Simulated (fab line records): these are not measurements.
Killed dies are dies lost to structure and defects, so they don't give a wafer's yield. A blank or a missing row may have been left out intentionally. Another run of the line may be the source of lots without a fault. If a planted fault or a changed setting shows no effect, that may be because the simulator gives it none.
Which tool did it? + flow rit cmos + Sampling: 14 lots, 42 wafers, 2 of 202 route steps

== WHAT THE GAUGES SHOWED, per wafer ==
RIT_SDANNEAL_RS_MEAS_05: the measuring method here is four-point-probe.
| lot  | measured    | on            | NSD_RS (ohm/sq)   |
|------|-------------|---------------|-------------------|
| L609 | day 3 02:55 | film metro-04 | 84.24 84.36 84.19 |
| L610 | day 3 07:20 | film metro-04 | 85.12 85.15 84.87 |
| L612 | day 3 17:20 | film metro-04 | 84.67 84.64 84.44 |
| L613 | day 3 22:37 | film metro-02 | 84.58 84.30 84.24 |
| L616 | day 4 11:42 | film metro-04 | - - -             |
| L618 | day 5 01:46 | film metro-04 | 84.42 84.08 84.26 |
| L619 | day 5 09:25 | film metro-03 | - - -             |
| L623 | day 6 05:46 | film metro-03 | 84.71 84.67 84.56 |
| L625 | day 6 12:37 | film metro-04 | 84.65 84.79 85.00 |
| L627 | day 6 21:00 | film metro-03 | 84.61 84.15 84.65 |
| L628 | day 7 01:38 | film metro-03 | 83.99 84.20 84.05 |
| L630 | day 7 12:15 | film metro-04 | 84.54 84.42 84.29 |
| L631 | day 7 16:41 | film metro-02 | 84.80 84.69 84.64 |
| L632 | day 7 21:11 | film metro-02 | 84.53 84.63 84.64 |

== EACH LOT AND THE TOOL THAT RAN IT (in order: tool; ch and the chambers of the sampled wafers; start) ==
| lot  | RIT_NSD_IMPLANT_08             |
|------|--------------------------------|
| L609 | implanter-02 ch 0, day 3 00:26 |
| L610 | implanter-04 ch 0, day 3 04:52 |
| L612 | implanter-03 ch 0, day 3 14:37 |
| L613 | implanter-03 ch 0, day 3 20:08 |
| L616 | implanter-03 ch 0, day 4 09:19 |
| L618 | implanter-02 ch 0, day 4 23:05 |
| L619 | implanter-03 ch 0, day 5 06:38 |
| L623 | implanter-02 ch 0, day 6 03:16 |
| L625 | implanter-02 ch 0, day 6 10:11 |
| L627 | implanter-04 ch 0, day 6 18:30 |
| L628 | implanter-04 ch 0, day 6 23:16 |
| L630 | implanter-04 ch 0, day 7 09:44 |
| L631 | implanter-04 ch 0, day 7 14:18 |
| L632 | implanter-04 ch 0, day 7 18:41 |
- RIT_NSD_IMPLANT_08

== AS READ BY THE TOOLS THEMSELVES (means over the sampled wafers that have a number; for cases with no such wafer, the mark the record gives instead) ==
RIT_NSD_IMPLANT_08.
| lot  | tool         | beam energy keV | dose ions cm2 | tilt deg (degrees) |
|------|--------------|-----------------|---------------|--------------------|
| L609 | implanter-02 | 24.987          | 1.000e+15     | 6.991              |
| L610 | implanter-04 | 25.008          | 9.999e+14     | 6.984              |
| L612 | implanter-03 | 25.002          | 1.000e+15     | 7.019              |
| L613 | implanter-03 | 25.001          | 1.001e+15     | 6.986              |
| L616 | implanter-03 | 24.998          | 9.990e+14     | 8.151              |
| L618 | implanter-02 | 25.000          | 9.997e+14     | 6.999              |
| L619 | implanter-03 | 24.999          | 1.001e+15     | 8.149              |
| L623 | implanter-02 | 24.997          | 9.989e+14     | 7.009              |
| L625 | implanter-02 | 25.008          | 1.000e+15     | 6.980              |
| L627 | implanter-04 | 25.003          | 1.000e+15     | 6.998              |
| L628 | implanter-04 | 25.005          | 1.000e+15     | 6.990              |
| L630 | implanter-04 | 24.994          | 9.985e+14     | 7.016              |
| L631 | implanter-04 | 25.011          | 1.001e+15     | 7.004              |
| L632 | implanter-04 | 24.996          | 1.001e+15     | 6.976              |

== THE ANSWER, worked out from the rows above alone ==
Rule: what is usual is taken from the lots themselves. The widest of any qualifying gaps counts: lots, ordered by their means at a reading, are off when they make up no more than a third of the lots, leave a main group of 4 or more, and stand apart from it by 3 or more times the standard deviation of that group's means. If all means in a main group match to the digits the tables above print for the reading, that group is not used. Also off: a lot with no number at a reading for which 4 or more lots have one. Any other lot the step has rows for is counted as sound. After the gauges, taken in route order, come the tools' own readings; for these a lot's mean is taken, as printed above. The first step at which some lot is off is used, and at that step the reading that is off furthest; a lot without a number counts as furthest.
Off: L616, L619, seen at RIT_SDANNEAL_RS_MEAS_05 (NSD_RS). Without a number there: L616, L619. The main group has a mean of 84.52 ohm/sq with a standard deviation of 0.26.
If a tool, at a process step before that reading, ran all the lots that are off and no sound lot after the first of them, it fits. Not tried: the gauges at RIT_SDANNEAL_RS_MEAS_05; whatever is off there is also off at RIT_NSD_IMPLANT_08, on other tools, and gauge error can't account for it. One candidate fits, namely implanter-03 at RIT_NSD_IMPLANT_08. A fault onset in the window from L613 (day 3 20:08, its last sound lot) to L616 (day 4 09:19, its first lot off) fits.
The tool's own readings at RIT_NSD_IMPLANT_08 bear it out: on the lots that are off they differ by more than 5 times the standard deviation of the sound lots' means. tilt deg reads 8.150 degrees there against 6.996 degrees on the sound lots.

== WHAT HAD BEEN PUT IN BY THE SIMULATOR ==
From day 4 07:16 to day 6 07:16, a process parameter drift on implanter-03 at RIT_NSD_IMPLANT_08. A move of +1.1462 in setting tilt deg, from 7. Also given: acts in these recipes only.
Shown lots that were struck: L616, L619. The same result came from the rule above.
